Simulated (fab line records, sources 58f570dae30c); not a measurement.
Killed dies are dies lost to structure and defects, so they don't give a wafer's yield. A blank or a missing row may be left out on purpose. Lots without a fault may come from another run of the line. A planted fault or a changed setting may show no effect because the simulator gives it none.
Problem report in the 8D (eight disciplines) form, filled by code | flow berkeley_cmos170 | the parts of the form that need people (team, actions taken, sign-off) are left out

1. THE PROBLEM
beam_energy_keV at UCB170_PLDD_IMPLANT_09 reads a mean of 9.760 on 6 wafers of 2 lots; wafers without a fault read 9.999 with a standard deviation of 0.0032. That is -75 standard deviations from the usual mean.
First seen on wafer L668.2, day 10 17:33, on implanter-02. The record holds 42 wafers of 14 lots with a number at this step. Rule for "out", or "out of limits": more than 4 standard deviations from the usual mean. The other wafers with a number count as sound.

2. WHAT IT IS AND WHAT IT IS NOT
question                    | is                     | is not
which readings at this step | beam_energy_keV        | -
which lots                  | L667, L668             | L649, L650, L651, L653, L654, L655, L658, L660, L661, L663, L666, L672
which wafers of those lots  | all that have a number | -
read on which tools         | implanter-02           | implanter-03, implanter-04
when                        | from day 10 17:33      | up to then (33 sound wafers); but 3 sound wafers of L672 came after

3. SUSPECTS, AND WHAT RULES EACH OUT
Counting: a tool at a process step up to the reading stays a suspect if it ran every lot that is out and no sound lot after the first of them.
- implanter-02 at UCB170_PLDD_IMPLANT_09: kept. It ran every lot that is out, first L668 (day 10 17:33), and no sound lot after that; its last sound lot up to then is L666 (day 10 05:00). Its own readings are out on those wafers: beam_energy_keV.
Left after counting: implanter-02 at UCB170_PLDD_IMPLANT_09.

4. THE CAUSE (what the simulator had put in)
Process parameter drift: implanter-02, from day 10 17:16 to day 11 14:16, at UCB170_PLDD_IMPLANT_09. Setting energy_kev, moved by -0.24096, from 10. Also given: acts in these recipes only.
Counting left only this tool.

5. THE CHAIN OF EFFECTS, in route order
Each row: a reading whose mean over the struck wafers that have a number lies more than 3 standard deviations from the usual. Only readings for which the record gives a usual standard deviation are gone through. hours: the time from each lot's start at the first step in this table that gives one to its start at this step, as a median over the lots. sigmas: the change in usual standard deviations.
hours | step                   | reading         | usual | on struck wafers | change | sigmas
0     | UCB170_PLDD_IMPLANT_09 | beam_energy_keV | 9.999 | 9.760            | -0.239 | -75
The process steps in it:
- UCB170_PLDD_IMPLANT_09
Later measuring or inspecting steps at which every struck wafer that the step has a row for has a number for every such reading, and none has moved that far: UCB170_PLDD_TW_MEAS_11.

6. WHAT WOULD HAVE CAUGHT IT SOONER
In this record the first reading out of limits was taken at day 10 17:33, 0 hours after the fault began at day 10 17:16.
